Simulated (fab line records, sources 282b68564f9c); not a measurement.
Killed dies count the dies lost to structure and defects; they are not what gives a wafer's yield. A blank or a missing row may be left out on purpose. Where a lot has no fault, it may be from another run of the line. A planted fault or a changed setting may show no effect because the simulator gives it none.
The tool behind it: which one? ; flow rit_cmos ; 42 wafers from 14 lots sampled at 2 of the route's 202 steps

WHAT THE GAUGES READ, wafer by wafer
No reading from a measuring or inspecting step in the record can be judged against a usual standard deviation.

WHICH TOOL RAN EACH LOT (tool, then ch and the chambers of the sampled wafers, then the start)
lot;RIT_SPACER_CLEAN_00;RIT_M1_PROBE_99
L660;wet_bench-03 ch 1, day 3 09:13;-
L661;wet_bench-03 ch 1, day 3 13:01;-
L662;wet_bench-04 ch 2, day 3 20:03;-
L668;wet_bench-03 ch 3, day 5 04:12;-
L673;wet_bench-04 ch 1, day 5 23:29;-
L674;wet_bench-01 ch 2, day 6 02:02;prober-02, day 6 15:16
L675;wet_bench-04 ch 2, day 6 05:21;-
L676;wet_bench-01 ch 3, day 6 16:31;-
L677;wet_bench-01 ch 1, day 7 00:25;-
L678;wet_bench-04 ch 3, day 7 02:28;-
L679;wet_bench-03 ch 3, day 7 05:16;-
L680;wet_bench-01 ch 3, day 7 09:59;-
L681;wet_bench-04 ch 1, day 7 14:53;-
L682;wet_bench-03 ch 0, day 7 20:41;-
- RIT_SPACER_CLEAN_00: cleans in SC1, time 600 s.
- RIT_M1_PROBE_99

AS READ BY THE TOOLS THEMSELVES (means over the sampled wafers that have a number; for cases with no such wafer, the mark the record gives instead)
RIT_SPACER_CLEAN_00. Usual: bath_guard_temp_C 75.0 C, standard deviation 0.38; bath_heat_duty_pct 15.6 %, standard deviation 1.2.
lot;tool;bath_guard_temp_C (C);bath_heat_duty_pct (%);flag
L660;wet_bench-03;74.9;15.6;
L661;wet_bench-03;74.9;15.4;
L662;wet_bench-04;75.4;15.2;
L668;wet_bench-03;75.1;15.4;
L673;wet_bench-04;-;-;OFF
L674;wet_bench-01;-;-;OFF
L675;wet_bench-04;75.2;15.1;
L676;wet_bench-01;74.9;17.4;
L677;wet_bench-01;74.1;16.7;
L678;wet_bench-04;75.4;14.7;
L679;wet_bench-03;75.1;15.6;
L680;wet_bench-01;74.8;16.7;
L681;wet_bench-04;74.7;14.5;
L682;wet_bench-03;74.4;16.1;

RIT_M1_PROBE_99. Usual: killed_at_contacts 0.1, standard deviation 0.25; killed_at_front_end 6.8, standard deviation 2.9; killed_dies 6.9, standard deviation 2.9; killed_open 3.3, standard deviation 1.9; killed_short 3.6, standard deviation 1.9.
lot;tool;killed_at_contacts;killed_at_front_end;killed_dies;killed_open;killed_short;flag
L674;prober-02;0.0;6.3;6.3;3.3;3.0;

THE ANSWER, worked out from the rows above alone
Rule: a lot counts as off when the mean over its wafers that have a number is more than 3 standard deviations away from the usual mean. A lot without any number at a reading at which 4 lots or more have one is off too. The other lots that the step has rows for count as sound. Order of review: gauges by route order, followed by the tools' own readings, for which a lot's mean as printed above is used. The first step at which some lot is off is used, and at that step the reading that is off furthest; a lot without a number counts as furthest.
Off: L673, L674 (RIT_SPACER_CLEAN_00, bath_guard_temp_C). Without a number there: L673, L674.
If a tool, at that step or one of the process steps before it, ran each lot that is off and ran no sound lot following the first of them, it fits. Not one of the candidates tried fits.

WHAT THE SIMULATOR HAD PUT IN
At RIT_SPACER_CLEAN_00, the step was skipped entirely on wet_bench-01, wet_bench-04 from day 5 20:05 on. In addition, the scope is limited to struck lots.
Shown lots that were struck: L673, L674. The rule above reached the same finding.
